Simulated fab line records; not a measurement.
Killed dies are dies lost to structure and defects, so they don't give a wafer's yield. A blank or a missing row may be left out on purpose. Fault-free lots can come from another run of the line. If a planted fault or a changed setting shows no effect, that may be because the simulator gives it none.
2 desks, one fault || flow berkeley_cmos170 || each desk holds nothing but its own numbers, with what lay behind them at the end

== METROLOGY DESK ==
Means of the sampled wafers that have a number, per lot and without regard to the tool the lot ran on: this is what the gauges read. A lot is out of limits, marked OUT, if its mean lies more than 4 standard deviations from the usual mean; the brackets give that distance.
Columns: A = CONTACT_PSG_THK at UCB170_CONTACT_THK_MEAS_02, usual 700 nm
{"lot": "L290", "first seen here": "day 7 05:04", "A": 715}
{"lot": "L291", "first seen here": "day 7 05:04", "A": 699}
{"lot": "L292", "first seen here": "day 7 09:04", "A": 699}
{"lot": "L294", "first seen here": "day 7 17:17", "A": 697}
{"lot": "L293", "first seen here": "day 7 17:28", "A": 703}
{"lot": "L295", "first seen here": "day 8 04:13", "A": 695}
{"lot": "L296", "first seen here": "day 8 04:13", "A": 694}
{"lot": "L297", "first seen here": "day 8 22:56", "A": 706}
{"lot": "L298", "first seen here": "day 8 22:56", "A": 697}
{"lot": "L299", "first seen here": "day 9 02:07", "A": 703}
{"lot": "L302", "first seen here": "day 9 14:06", "A": 702}
{"lot": "L308", "first seen here": "day 10 20:53", "A": "581 (-17) OUT"}
{"lot": "L309", "first seen here": "day 10 20:53", "A": "577 (-17) OUT"}
{"lot": "L307", "first seen here": "day 10 20:55", "A": "580 (-17) OUT"}
{"lot": "L310", "first seen here": "day 10 22:41", "A": "564 (-19) OUT"}
This desk's finding: out of limits on L307, L308, L309, L310; first on L308, day 10 20:53 (CONTACT_PSG_THK at UCB170_CONTACT_THK_MEAS_02). L290, L291, L292, L294, L293, L295, L296, L297, L298, L299, L302 stayed within limits.

== TOOL OWNER'S DESK, lpcvd-02 ==
The tool's own readings at UCB170_CONTACT_CVD_01 (deposits PSG from SiH4/O2/PH3, target thk 700 nm, time 2820 s): means of the sampled wafers that have a number, for each lot that ran on this tool. A lot is out of limits, marked OUT, if its mean lies more than 4 standard deviations from the usual mean; the brackets give that distance.
Columns: A = sih4_flow_sccm at UCB170_CONTACT_CVD_01, usual 60.03 sccm; B = spike_tc_centre_C at UCB170_CONTACT_CVD_01, usual 452.1 C; C = spike_tc_source_C at UCB170_CONTACT_CVD_01, usual 468.7 C; D = susceptor_temp_C at UCB170_CONTACT_CVD_01, usual 449.98 C
{"lot": "L292", "first seen here": "day 7 07:17", "A": 59.98, "B": 451.8, "C": 470.8, "D": 450.05}
{"lot": "L293", "first seen here": "day 7 15:41", "A": 59.85, "B": 450.6, "C": 468.5, "D": 450.04}
{"lot": "L295", "first seen here": "day 8 02:25", "A": 59.99, "B": 452.1, "C": 471.1, "D": 450.07}
{"lot": "L296", "first seen here": "day 8 02:25", "A": 59.95, "B": 451.2, "C": 470.9, "D": 450.25}
{"lot": "L297", "first seen here": "day 8 21:09", "A": 60.08, "B": 452.7, "C": 469.1, "D": 449.69}
{"lot": "L298", "first seen here": "day 8 21:09", "A": 60.06, "B": 452.5, "C": 468.6, "D": 449.90}
{"lot": "L299", "first seen here": "day 9 00:20", "A": 60.11, "B": 451.5, "C": 470.4, "D": 449.94}
{"lot": "L302", "first seen here": "day 9 12:17", "A": 60.25, "B": 451.8, "C": 469.3, "D": 449.91}
{"lot": "L307", "first seen here": "day 10 19:06", "A": "29.91 (-99 or more) OUT", "B": 451.7, "C": 470.4, "D": 449.96}
{"lot": "L308", "first seen here": "day 10 19:06", "A": "30.05 (-99 or more) OUT", "B": 452.6, "C": 471.0, "D": 449.77}
{"lot": "L309", "first seen here": "day 10 19:06", "A": "30.07 (-99 or more) OUT", "B": 451.8, "C": 470.7, "D": 450.14}
{"lot": "L310", "first seen here": "day 10 20:53", "A": "29.99 (-99 or more) OUT", "B": 452.0, "C": 468.6, "D": 450.14}
This desk finds L307, L308, L309, L310 out of limits, L307 being first, at day 10 19:06 (sih4_flow_sccm at UCB170_CONTACT_CVD_01). L292, L293, L295, L296, L297, L298, L299, L302 stayed within limits.

== BROUGHT TOGETHER ==
On L307, L308, L309, L310, at day 10 19:06, an alarm was possible from the tool owner's desk.
At day 10 20:53 the metrology desk could have sounded an alarm, on L307, L308, L309, L310.
UCB170_CONTACT_CVD_01 was run on lpcvd-02 by each of the lots named.

== WHAT HAD BEEN PUT IN BY THE SIMULATOR ==
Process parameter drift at UCB170_CONTACT_CVD_01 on lpcvd-02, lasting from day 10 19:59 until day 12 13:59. From 60, the setting sih4_flow_sccm moved by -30. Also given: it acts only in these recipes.
Struck lots among those shown: L307, L308, L309, L310.
